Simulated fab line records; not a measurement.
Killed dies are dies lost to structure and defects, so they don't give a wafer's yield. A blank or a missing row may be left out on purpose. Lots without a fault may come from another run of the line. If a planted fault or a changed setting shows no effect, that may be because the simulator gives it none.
Which tool was responsible? | flow berkeley-cmos170 | 6 lots with 18 wafers sampled at 2 steps, on a route of 331 steps

WHAT EACH GAUGE READ, for each wafer
UCB170_ACTIVE_CD_MEAS_13 targets a cd of 1200 nm.
lot  | measured    | on        | cd-nm (nm)
L221 | day 5 16:04 | cd-sem-02 | 1201.0 1200.1 1201.2
L225 | day 6 18:18 | cd-sem-02 | 1203.6 1201.9 1201.7
L233 | day 8 09:25 | cd-sem-01 | 1200.6 1201.3 1201.9
L236 | day 8 18:41 | cd-sem-01 | 1197.9 1198.5 1197.9
L238 | day 9 00:48 | cd-sem-02 | 1200.5 1201.1 1200.2
L241 | day 9 00:53 | cd-sem-01 | 1200.9 1200.4 1199.1

EACH LOT AND THE TOOL THAT RAN IT (in order: tool; ch and the chambers of the sampled wafers; start)
lot  | UCB170_ACTIVE_EXPOSE_10
L221 | krf-scanner-01 ch 0, day 5 14:53
L225 | krf-scanner-02 ch 0, day 6 17:30
L233 | krf-scanner-01 ch 0, day 8 07:43
L236 | krf-scanner-01 ch 0, day 8 18:02
L238 | krf-scanner-02 ch 0, day 8 23:28
L241 | krf-scanner-01 ch 0, day 8 23:44
- UCB170_ACTIVE_EXPOSE_10: exposes mask ACTIVE, target cd 1200 nm.

THE ANSWER, worked out from the rows above alone
Rule: the usual values come from the lots themselves. The widest of any qualifying gaps counts: lots, ordered by their means at a reading, are off when they make up no more than a third of the lots, leave a main group of 4 or more, and stand apart from it by 3 or more times the standard deviation of that group's means. Not used: any main group whose means are identical at the precision the tables above print for the reading. Also off: a lot with no number at a reading for which 4 or more lots have one. Any other lot the step has rows for is counted as sound.
Across all readings shown, no lot is off: no conclusion can be drawn from this.

WHAT THE SIMULATOR PUT IN
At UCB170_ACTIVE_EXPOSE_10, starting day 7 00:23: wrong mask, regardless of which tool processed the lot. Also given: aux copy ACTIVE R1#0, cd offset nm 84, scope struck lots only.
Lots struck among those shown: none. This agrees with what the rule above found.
